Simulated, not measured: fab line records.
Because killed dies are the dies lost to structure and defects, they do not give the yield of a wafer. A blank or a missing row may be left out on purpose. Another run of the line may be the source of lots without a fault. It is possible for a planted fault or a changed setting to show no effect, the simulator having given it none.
The tool behind it: which one? ; flow rit cmos ; 14 lots, 42 wafers sampled, at 2 steps of a route of 202

== WHAT THE GAUGES SHOWED, per wafer ==
RIT_ACTIVE_CD_MEAS_90 targets a cd of 1400 nm. Usual: cd nm reads 1399.9 nm (standard deviation 2.6).
lot;measured;on;cd nm (nm);flag
L392;day 1 17:09;cd sem-01;1402.1 1401.8 1402.0;
L393;day 1 22:24;cd sem-01;1396.7 1397.5 1398.6;
L394;day 2 01:01;cd sem-01;1400.3 1402.8 1402.3;
L395;day 2 06:08;cd sem-02;1399.3 1400.0 1401.3;
L396;day 2 11:09;cd sem-02;1404.4 1401.6 1400.9;
L398;day 2 21:09;cd sem-02;1396.5 1397.3 1397.6;
L404;day 4 03:02;cd sem-01;1402.6 1402.9 1402.1;
L405;day 4 08:10;cd sem-01;1399.4 1399.8 1398.1;
L407;day 4 18:01;cd sem-02;1395.6 1396.0 1397.2;
L408;day 4 23:09;cd sem-01;1399.9 1398.7 1398.2;
L409;day 5 04:08;cd sem-01;1395.7 1396.2 1396.5;
L410;day 5 09:01;cd sem-02;1402.8 1401.2 1398.7;
L411;day 5 14:02;cd sem-01;1404.0 1403.9 1402.3;
L413;day 6 01:28;cd sem-02;1403.4 1405.1 1403.2;

RIT_NWELL_TW_MEAS_10. Usual: NWELL_TW gives 2124 (standard deviation 21).
lot;measured;on;NWELL_TW;flag
L392;day 1 23:02;film metro-02;2118 2119 2112;
L393;day 2 04:18;film metro-04;2147 2148 2140;
L394;day 2 06:57;film metro-02;2142 2133 2132;
L395;day 2 12:00;film metro-03;2095 2105 2111;
L396;day 2 17:08;film metro-04;2138 2153 2140;
L398;day 3 03:58;film metro-02;2121 2118 2122;
L404;day 4 08:45;film metro-03;2108 2107 2098;
L405;day 4 14:01;film metro-03;2100 2109 2097;
L407;day 5 00:19;film metro-04;2151 2160 2158;
L408;day 5 04:57;film metro-04;2153 2144 2149;
L409;day 5 10:41;film metro-03;2101 2101 2093;
L410;day 5 17:02;film metro-03;2090 2090 2087;
L411;day 5 23:04;film metro-02;2132 2127 2124;
L413;day 6 10:52;film metro-04;2129 2124 2117;

== EACH LOT AND THE TOOL THAT RAN IT (in order: tool; ch and the chambers of the sampled wafers; start) ==
The record holds no process step before these readings.

== WHAT THE TOOLS THEMSELVES READ (means of the sampled wafers that have a number; where no wafer has one, the mark that the record gives instead) ==
The record holds no such reading with a usual standard deviation.

== THE ANSWER, worked out from the rows above alone ==
Rule: a lot counts as off when the mean over its wafers that have a number is more than 3 standard deviations away from the usual mean. A lot without any number at a reading at which 4 lots or more have one is off too. Where the step has rows for the other lots, those lots are counted as sound. Order of review: gauges by route order, followed by the tools' own readings, for which a lot's mean as printed above is used. At the first step where some lot is off, the reading lying furthest off is the one used; lots without a number count as furthest.
No lot is off on any of the readings shown, so nothing can be concluded from this.

== WHAT WAS PUT IN BY THE SIMULATOR ==
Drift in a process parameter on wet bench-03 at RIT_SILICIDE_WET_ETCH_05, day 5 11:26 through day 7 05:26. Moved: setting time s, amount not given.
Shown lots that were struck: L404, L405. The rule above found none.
